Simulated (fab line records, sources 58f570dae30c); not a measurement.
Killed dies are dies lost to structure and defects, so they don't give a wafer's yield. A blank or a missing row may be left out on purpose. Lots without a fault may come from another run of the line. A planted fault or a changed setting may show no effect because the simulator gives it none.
Which tool did it? | flow berkeley_cmos170 | 14 lots, 42 wafers sampled, at 6 steps of a route of 331

WHAT THE GAUGES READ, wafer by wafer
UCB170_NLDD_TW_MEAS_11. Usual: NLDD_TW 2234, standard deviation 13.
lot  | measured     | on            | NLDD_TW                       | flag
L132 | day 6 20:39  | film_metro-04 | 2253 2255 2251                |
L133 | day 7 02:40  | film_metro-01 | 2223 2229 2232                |
L135 | day 7 13:37  | film_metro-03 | 2225 2223 2219                |
L134 | day 7 13:44  | film_metro-04 | 2259 2245 2255                |
L138 | day 7 13:54  | film_metro-03 | 2220 2235 2226                |
L141 | day 7 23:34  | film_metro-01 | 2252 2246 2249                |
L142 | day 8 11:56  | film_metro-04 | 2062 2065 2069 2066 2071 2056 | OFF
L143 | day 8 18:55  | film_metro-01 | 2034 2027 2021 2025 2034 2030 | OFF
L145 | day 9 06:01  | film_metro-03 | 2221 2231 2232                |
L146 | day 9 10:34  | film_metro-01 | 2232 2214 2226                |
L147 | day 9 12:01  | film_metro-03 | 2222 2231 2222                |
L148 | day 9 12:18  | film_metro-03 | 2228 2221 2221                |
L149 | day 10 02:06 | film_metro-03 | 2225 2235 2236                |
L150 | day 10 08:31 | film_metro-04 | 2250 2249 2241                |

UCB170_SDANNEAL_RS_MEAS_05: measures by four-point-probe. Usual: NLDD_RS 615.7 ohm/sq, standard deviation 1.3.
lot  | measured     | on            | NLDD_RS (ohm/sq)                    | flag
L132 | day 7 07:09  | film_metro-03 | 614.9 618.0 616.9                   |
L133 | day 7 12:43  | film_metro-01 | 616.3 618.5 615.7                   |
L135 | day 7 23:38  | film_metro-04 | 615.5 616.0 615.6                   |
L134 | day 7 23:08  | film_metro-04 | 615.6 616.1 617.3                   |
L138 | day 7 22:41  | film_metro-03 | 616.8 616.8 615.4                   |
L141 | day 8 10:13  | film_metro-03 | 613.9 615.4 613.5                   |
L142 | day 9 09:13  | film_metro-03 | 763.2 764.2 762.5 762.7 762.8 760.9 | OFF
L143 | day 9 08:35  | film_metro-01 | 765.4 765.4 764.9 764.9 765.5 763.7 | OFF
L145 | day 9 15:51  | film_metro-01 | 617.6 619.7 616.1                   |
L146 | day 9 19:56  | film_metro-01 | 614.2 614.9 616.8                   |
L147 | day 9 20:49  | film_metro-04 | 616.8 617.5 614.9                   |
L148 | day 9 20:29  | film_metro-03 | 614.9 615.7 617.4                   |
L149 | day 10 13:04 | film_metro-01 | 616.0 615.9 613.7                   |
L150 | day 10 20:40 | film_metro-01 | 614.4 613.7 614.1                   |

WHICH TOOL RAN EACH LOT (tool, then ch and the chambers of the sampled wafers, then the start)
lot  | UCB170_GATE_ETCH_14               | UCB170_NLDD_IMPLANT_08          | UCB170_SPACER_ETCHBACK_03          | UCB170_PSD_STRIP_09
L132 | rie_diel-01 ch 0,2,3, day 6 15:42 | implanter-01 ch 0, day 6 20:16  | rie_diel-02 ch 1,2,3, day 7 00:38  | plasma_asher-03 ch 0,1, day 7 01:59
L133 | rie_diel-04 ch 1,2,3, day 6 22:43 | implanter-03 ch 0, day 7 02:16  | rie_diel-02 ch 0,1,3, day 7 06:14  | plasma_asher-04 ch 0,1, day 7 07:57
L135 | rie_diel-03 ch 0,3, day 7 06:22   | implanter-03 ch 0, day 7 13:13  | rie_diel-01 ch 0,2,3, day 7 16:37  | plasma_asher-04 ch 0,1, day 7 19:28
L134 | rie_diel-01 ch 1,2,3, day 7 06:56 | implanter-02 ch 0, day 7 13:20  | rie_diel-04 ch 1,3, day 7 16:37    | plasma_asher-01 ch 0,1, day 7 19:16
L138 | rie_diel-03 ch 0,3, day 7 08:25   | implanter-03 ch 0, day 7 13:30  | rie_diel-02 ch 0,1, day 7 16:37    | plasma_asher-04 ch 0,1, day 7 19:04
L141 | rie_diel-01 ch 0,2,3, day 7 18:27 | implanter-01 ch 0, day 7 23:10  | rie_diel-04 ch 0,1,3, day 8 02:29  | plasma_asher-01 ch 0,1, day 8 04:10
L142 | rie_diel-03 ch 0,1,2, day 8 06:02 | implanter-01 ch 0, day 8 11:32  | rie_diel-04 ch 0,1,3, day 8 20:43  | plasma_asher-04 ch 0,1, day 8 22:17
L143 | rie_diel-03 ch 1,2, day 8 13:31   | implanter-01 ch 0, day 8 18:31  | rie_diel-02 ch 2,3, day 8 23:47    | plasma_asher-01 ch 0,1, day 9 01:01
L145 | rie_diel-04 ch 1,2, day 8 22:26   | implanter-03 ch 0, day 9 05:38  | rie_diel-02 ch 1,3, day 9 09:15    | plasma_asher-04 ch 0, day 9 10:48
L146 | rie_diel-04 ch 2,3, day 8 22:57   | implanter-02 ch 0, day 9 10:10  | rie_diel-04 ch 1,2,3, day 9 14:53  | plasma_asher-01 ch 0,1, day 9 16:37
L147 | rie_diel-04 ch 1,2, day 9 06:20   | implanter-02 ch 0, day 9 11:37  | rie_diel-04 ch 1,2,3, day 9 14:57  | plasma_asher-04 ch 0,1, day 9 17:07
L148 | rie_diel-03 ch 0,2,3, day 9 06:31 | implanter-03 ch 0, day 9 11:52  | rie_diel-01 ch 0,1, day 9 14:55    | plasma_asher-03 ch 0,1, day 9 16:52
L149 | rie_diel-03 ch 2,3, day 9 22:28   | implanter-02 ch 0, day 10 01:42 | rie_diel-01 ch 0,1,3, day 10 07:16 | plasma_asher-01 ch 0,1, day 10 08:29
L150 | rie_diel-01 ch 0,1, day 10 04:29  | implanter-02 ch 0, day 10 08:07 | rie_diel-02 ch 0,2, day 10 11:43   | plasma_asher-03 ch 0,1, day 10 13:49
- UCB170_GATE_ETCH_14: etches BARC in N2/H2.
- UCB170_NLDD_IMPLANT_08
- UCB170_SPACER_ETCHBACK_03: etches SiO2 in CHF3/CF4/Ar, stops on Si, target depth 376 nm, time 100 s.
- UCB170_PSD_STRIP_09: strips in O2.

WHAT THE TOOLS THEMSELVES READ (means of the sampled wafers that have a number; where no wafer has one, the mark that the record gives instead)
UCB170_GATE_ETCH_14. Usual: drypump_motor_current_A 5.6 A, standard deviation 0.39; oes_product_au 1.009 a.u., standard deviation 0.024; rf_fwd_power_W 494.8 W, standard deviation 2; throttle_valve_pct 13.27 %, standard deviation 0.19.
lot  | tool        | drypump_motor_current_A (A) | oes_product_au (a.u.) | rf_fwd_power_W (W) | throttle_valve_pct (%) | flag
L132 | rie_diel-01 | 5.7                         | 1.021                 | 493.2              | 13.44                  |
L133 | rie_diel-04 | 5.8                         | 1.035                 | 493.2              | 13.20                  |
L135 | rie_diel-03 | 5.4                         | 0.996                 | 495.3              | 13.28                  |
L134 | rie_diel-01 | 5.7                         | 0.997                 | 493.4              | 13.30                  |
L138 | rie_diel-03 | 5.7                         | 0.987                 | 497.2              | 13.25                  |
L141 | rie_diel-01 | 5.7                         | 1.015                 | 494.1              | 13.44                  |
L142 | rie_diel-03 | 5.3                         | 0.999                 | 493.6              | 13.17                  |
L143 | rie_diel-03 | 5.5                         | 1.008                 | 493.6              | 13.07                  |
L145 | rie_diel-04 | 5.9                         | 1.023                 | 495.1              | 13.13                  |
L146 | rie_diel-04 | 6.1                         | 1.043                 | 494.2              | 13.08                  |
L147 | rie_diel-04 | 5.9                         | 1.026                 | 495.6              | 13.13                  |
L148 | rie_diel-03 | 5.3                         | 0.993                 | 495.2              | 13.23                  |
L149 | rie_diel-03 | 5.6                         | 0.977                 | 495.7              | 13.21                  |
L150 | rie_diel-01 | 5.7                         | 0.999                 | 496.0              | 13.37                  |

UCB170_NLDD_IMPLANT_08. Usual: dose_ions_cm2 5e+13, standard deviation 5.7e+10; end_station_pressure_torr 5.13e-06 Torr, standard deviation 2.7e-07; faraday_current_uA 158, standard deviation 3.2.
lot  | tool         | dose_ions_cm2 | end_station_pressure_torr (Torr) | faraday_current_uA | flag
L132 | implanter-01 | 5e+13         | 5.14e-06                         | 161                |
L133 | implanter-03 | 5e+13         | 5.09e-06                         | 159                |
L135 | implanter-03 | 5e+13         | 5.24e-06                         | 157                |
L134 | implanter-02 | 5e+13         | 5.01e-06                         | 158                |
L138 | implanter-03 | 5e+13         | 5.09e-06                         | 157                |
L141 | implanter-01 | 5e+13         | 5.09e-06                         | 154                |
L142 | implanter-01 | 2e+13         | 5.03e-06                         | 70                 | OFF
L143 | implanter-01 | 2e+13         | 5.07e-06                         | 71                 | OFF
L145 | implanter-03 | 5e+13         | 5.21e-06                         | 159                |
L146 | implanter-02 | 5e+13         | 4.96e-06                         | 159                |
L147 | implanter-02 | 5e+13         | 5.12e-06                         | 158                |
L148 | implanter-03 | 5e+13         | 5.04e-06                         | 159                |
L149 | implanter-02 | 5e+13         | 5.14e-06                         | 153                |
L150 | implanter-02 | 5e+13         | 5.07e-06                         | 160                |

UCB170_SPACER_ETCHBACK_03. Usual: cf4_flow_sccm 10.002 sccm, standard deviation 0.027; drypump_motor_current_A 5.6 A, standard deviation 0.31; oes_product_au 0.880 a.u., standard deviation 0.014; rf_fwd_power_W 497.4 W, standard deviation 1.8; throttle_valve_pct 6.47 %, standard deviation 0.11.
lot  | tool        | cf4_flow_sccm (sccm) | drypump_motor_current_A (A) | oes_product_au (a.u.) | rf_fwd_power_W (W) | throttle_valve_pct (%) | flag
L132 | rie_diel-02 | 10.021               | 5.6                         | 0.874                 | 499.5              | 6.42                   |
L133 | rie_diel-02 | 10.039               | 5.4                         | 0.864                 | 497.2              | 6.41                   |
L135 | rie_diel-01 | 10.023               | 5.7                         | 0.892                 | 496.5              | 6.58                   |
L134 | rie_diel-04 | 9.999                | 5.4                         | 0.885                 | 498.1              | 6.47                   |
L138 | rie_diel-02 | 10.009               | 5.3                         | 0.878                 | 498.1              | 6.44                   |
L141 | rie_diel-04 | 10.021               | 5.5                         | 0.873                 | 497.1              | 6.52                   |
L142 | rie_diel-04 | 10.023               | 5.5                         | 0.883                 | 496.8              | 6.54                   |
L143 | rie_diel-02 | 9.982                | 5.7                         | 0.872                 | 497.9              | 6.47                   |
L145 | rie_diel-02 | 10.004               | 5.4                         | 0.866                 | 500.0              | 6.36                   |
L146 | rie_diel-04 | 9.984                | 5.8                         | 0.886                 | 495.7              | 6.42                   |
L147 | rie_diel-04 | 10.017               | 5.8                         | 0.879                 | 496.8              | 6.42                   |
L148 | rie_diel-01 | 9.972                | 5.7                         | 0.874                 | 497.8              | 6.55                   |
L149 | rie_diel-01 | 9.957                | 5.8                         | 0.880                 | 496.7              | 6.60                   |
L150 | rie_diel-02 | 9.987                | 5.4                         | 0.885                 | 498.5              | 6.51                   |

UCB170_PSD_STRIP_09. Usual: drypump_motor_current_A 5.5 A, standard deviation 0.32; o2_flow_sccm 400.0 sccm, standard deviation 1.2; oes_product_au 0.600 a.u., standard deviation 0.0042; strip_time_to_endpoint_s 29.47 s, standard deviation 0.097.
lot  | tool            | drypump_motor_current_A (A) | o2_flow_sccm (sccm) | oes_product_au (a.u.) | strip_time_to_endpoint_s (s) | flag
L132 | plasma_asher-03 | 5.4                         | 400.5               | 0.601                 | 29.61                        |
L133 | plasma_asher-04 | 5.4                         | 399.0               | 0.597                 | 29.49                        |
L135 | plasma_asher-04 | 5.4                         | 399.7               | 0.602                 | 29.49                        |
L134 | plasma_asher-01 | 5.7                         | 401.5               | 0.600                 | 29.52                        |
L138 | plasma_asher-04 | 5.4                         | 399.1               | 0.601                 | 29.47                        |
L141 | plasma_asher-01 | 5.7                         | 400.5               | 0.606                 | 29.37                        |
L142 | plasma_asher-04 | 5.3                         | 399.1               | 0.603                 | 29.63                        |
L143 | plasma_asher-01 | 5.7                         | 400.7               | 0.604                 | 29.40                        |
L145 | plasma_asher-04 | 5.4                         | 400.5               | 0.603                 | 29.34                        |
L146 | plasma_asher-01 | 5.9                         | 399.7               | 0.600                 | 29.36                        |
L147 | plasma_asher-04 | 5.4                         | 400.0               | 0.597                 | 29.39                        |
L148 | plasma_asher-03 | 5.4                         | 400.5               | 0.600                 | 29.36                        |
L149 | plasma_asher-01 | 5.8                         | 399.0               | 0.595                 | 29.49                        |
L150 | plasma_asher-03 | 5.6                         | 400.9               | 0.600                 | 29.57                        |

THE ANSWER, worked out from the rows above alone
Rule: a lot is off if the mean of its wafers that have a number lies more than 3 standard deviations from the usual mean. A lot without any number at a reading at which 4 lots or more have one is off too. The other lots that the step has rows for count as sound. The gauges are gone through in route order, then the tools' own readings, and for those a lot's mean is taken as printed above. The first step at which some lot is off is used, and at that step the reading that is off furthest; a lot without a number counts as furthest.
Off: L142, L143, at UCB170_NLDD_TW_MEAS_11 (NLDD_TW).
A tool fits if, at a process step before that reading, it ran every lot that is off, and no sound lot after the first of them. The gauges at UCB170_NLDD_TW_MEAS_11 aren't tried: what is off there is off at UCB170_NLDD_IMPLANT_08 too, on other tools, and a gauge's error can't cause that. One fits: implanter-01 at UCB170_NLDD_IMPLANT_08. Its last sound lot is L141 (day 7 23:10), its first lot that is off L142 (day 8 11:32): a fault that began between those two fits.
The tool's own readings at UCB170_NLDD_IMPLANT_08 bear it out: on the lots that are off they differ by more than 5 times the standard deviation of the sound lots' means. dose_ions_cm2 reads 2e+13 there against 5e+13 on the sound lots; faraday_current_uA reads 70 there against 158 on the sound lots.

WHAT THE SIMULATOR HAD PUT IN
Process parameter drift: implanter-01, from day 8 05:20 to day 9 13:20, at UCB170_NLDD_IMPLANT_08. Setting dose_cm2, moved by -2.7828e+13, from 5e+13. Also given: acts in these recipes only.
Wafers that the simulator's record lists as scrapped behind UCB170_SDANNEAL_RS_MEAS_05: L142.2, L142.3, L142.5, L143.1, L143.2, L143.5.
Lots struck among those shown: L142, L143. The rule above found the same.
